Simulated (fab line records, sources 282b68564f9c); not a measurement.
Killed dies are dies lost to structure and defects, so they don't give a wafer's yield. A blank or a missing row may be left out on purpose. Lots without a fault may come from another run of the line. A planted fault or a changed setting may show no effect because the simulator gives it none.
Split-lot experiment | flow rit_cmos | 5 lots, 23 wafers read, on a route of 202 steps

THE SPLIT
At RIT_CONTACT_COAT_03 (resist thk 1000 nm), the setting resist_thk_nm was moved away from the recipe's 1000 nm on 11 of the 23 wafers read, by -3.2% to +5.9%. The other wafers ran this setting at the recipe's value.

FROM THE SPLIT TO THE READING: what the file shows between them, 8 steps
- RIT_CONTACT_SOFTBAKE_04: time 60 s
- RIT_CONTACT_EXPOSE_05: exposes mask M11, target cd 1000 nm
- RIT_CONTACT_PEB_06
- RIT_CONTACT_DEVELOP_07: develop time 120 s
- RIT_CONTACT_CD_MEAS_08: target cd 1000 nm
- RIT_CONTACT_HARDBAKE_10: time 60 s
- RIT_CONTACT_ETCH_11: etches SiO2 in CHF3/CF4/Ar, stops on TiSi2, target depth 480 nm, time 320 s
- RIT_CONTACT_STRIP_12: strips in O2, time 180 s

THE READING
cd_nm, in nm, at RIT_CONTACT_CD_MEAS_90 (target cd 1000 nm). Fault-free wafers of this fab line usually give 1000.0 nm, standard deviation 2.2 nm.

wafer  | tool, chamber at the split | resist_thk_nm as run, nm | against the recipe | cd_nm, nm | against lot-mates on the recipe
L078.2 | litho_track-01, 0          | 967.8                    | -3.2%              | 1001.3    | +2.9
L078.3 | litho_track-01, 0          | 967.8                    | -3.2%              | 1002.6    | +4.2
L078.4 | litho_track-01, 0          | 967.8                    | -3.2%              | 998.8     | +0.4
L078.5 | litho_track-01, 0          | 1000                     | recipe             | 997.6     | -
L078.6 | litho_track-01, 0          | 1000                     | recipe             | 999.2     | -
L079.2 | litho_track-03, 0          | 1000                     | recipe             | 996.2     | -
L079.3 | litho_track-03, 0          | 1000                     | recipe             | 998.3     | -
L079.6 | litho_track-03, 0          | 1000                     | recipe             | 997.7     | -
L080.1 | litho_track-01, 0          | 1000                     | recipe             | 1000.4    | -
L080.2 | litho_track-01, 0          | 1030                     | +3.0%              | 998.1     | -2.3
L080.4 | litho_track-01, 0          | 1030                     | +3.0%              | 996.7     | -3.7
L080.5 | litho_track-01, 0          | 1000                     | recipe             | 1000.4    | -
L080.6 | litho_track-01, 0          | 1030                     | +3.0%              | 996.1     | -4.3
L083.1 | litho_track-01, 0          | 1051                     | +5.1%              | 997.9     | -5.2
L083.2 | litho_track-01, 0          | 1051                     | +5.1%              | 998.6     | -4.5
L083.3 | litho_track-01, 0          | 1000                     | recipe             | 1003.4    | -
L083.4 | litho_track-01, 0          | 1000                     | recipe             | 1002.4    | -
L083.6 | litho_track-01, 0          | 1000                     | recipe             | 1003.4    | -
L084.2 | litho_track-01, 0          | 1059                     | +5.9%              | 993.7     | -6.5
L084.3 | litho_track-01, 0          | 1059                     | +5.9%              | 993.7     | -6.5
L084.4 | litho_track-01, 0          | 1000                     | recipe             | 999.1     | -
L084.5 | litho_track-01, 0          | 1059                     | +5.9%              | 995.6     | -4.6
L084.6 | litho_track-01, 0          | 1000                     | recipe             | 1001.3    | -

THE FIT
A straight line over all 23 wafers: cd_nm changes by -0.667 nm for each +1% of resist_thk_nm; r = -0.69; the points scatter about the line by 2.1 nm.
The same after taking each lot's own level away (the mean of its wafers on the recipe; 23 wafers): -0.946 nm for each +1%; r = -0.94; scatter 0.98 nm.
On that fit, the largest move of resist_thk_nm shifts the reading by 5.6 nm.
The lots' own levels span 997.40 to 1003.07 nm, that is 2.6 times the standard deviation above.
So the lot-to-lot level blurs the effect unless lot-mates are compared.
Check: with one of the wafers moved furthest among these (+5.9%) left out of the fit, the line predicts -5.62 nm for it against its lot-mates. It came out at -6.5 nm against them.

THE WHOLE CHAIN: every reading that the file lists as answering this split, in the file's order
step                    | what it does                                                                | reading                                                                            | change (the file's fit)               | r (the file's)
RIT_CONTACT_COAT_03     | resist thk 1000 nm                                                          | NOVOLAK_of_CONTACT_COAT_03.thk_nm (the simulator's own value, which no gauge read) | +9.96 nm for each +1% of the setting  | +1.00
RIT_CONTACT_CD_MEAS_08  | target cd 1000 nm                                                           | cd_nm                                                                              | -0.937 nm for each +1% of the setting | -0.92
RIT_CONTACT_HARDBAKE_10 | time 60 s                                                                   | NOVOLAK_of_CONTACT_COAT_03.thk_nm (the simulator's own value, which no gauge read) | +8.71 nm for each +1% of the setting  | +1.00
RIT_CONTACT_ETCH_11     | etches SiO2 in CHF3/CF4/Ar, stops on TiSi2, target depth 480 nm, time 320 s | NOVOLAK_of_CONTACT_COAT_03.thk_nm (the simulator's own value, which no gauge read) | +8.8 nm for each +1% of the setting   | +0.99
RIT_CONTACT_CD_MEAS_90  | target cd 1000 nm                                                           | cd_nm                                                                              | -0.97 nm for each +1% of the setting  | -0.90

THE FILE'S OWN FIT
cd_nm changes by -0.97 nm for each +1% of resist_thk_nm, r = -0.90.
